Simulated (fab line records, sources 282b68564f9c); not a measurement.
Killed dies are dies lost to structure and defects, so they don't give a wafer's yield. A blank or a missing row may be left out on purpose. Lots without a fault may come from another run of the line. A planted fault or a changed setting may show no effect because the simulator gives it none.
Chamber matching | flow rit_cmos | RIT_GATE_ETCH_19 on rie_si-02: 4 sister chambers
The step etches poly-Si in SF6/CHF3/O2, stops on SiO2, time 165 s, target depth 312.5 nm. 4 wafers are shown with their chamber, then 7 later ones without.

WAFERS WITH THEIR CHAMBER
wafer  | chamber | drypump_motor_current_A (A)
L562.5 | 1       | 6.0
L566.1 | 3       | 5.7
L574.2 | 2       | 6.1
L574.3 | 0       | 6.7

WAFERS WITHOUT THEIR CHAMBER
wafer  | drypump_motor_current_A (A)
L574.6 | 6.7
L578.2 | 5.7
L578.4 | 6.0
L578.5 | 5.6
L580.2 | 6.2
L580.4 | 5.6
L580.5 | 6.6

WHICH CHAMBER EACH WENT THROUGH
wafer  | from the rows above     | in truth
L574.6 | 0                       | 0
L578.2 | 3                       | 3
L578.4 | can't be placed: 1 or 2 | 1
L578.5 | 3                       | 3
L580.2 | can't be placed: 2 or 1 | 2
L580.4 | 3                       | 3
L580.5 | 0                       | 0
Placed correctly: 5 of 7. Can't be placed from these rows: 2 (the true chamber is among the candidates in 2). Placed wrongly: 0.
How it was worked out, from the rows above alone: a wafer's distance from a chamber is the root of the sum, over the readings, of the square of ((its reading less the chamber's mean) divided by the reading's scatter). The wafer belongs to the nearest chamber; if the next one is less than 2 further off, it can't be placed. A chamber's mean is the mean of its shown wafers. The scatter: with one shown wafer a chamber, the root of the mean of the squares of how far each hidden wafer lies from its nearest shown one.
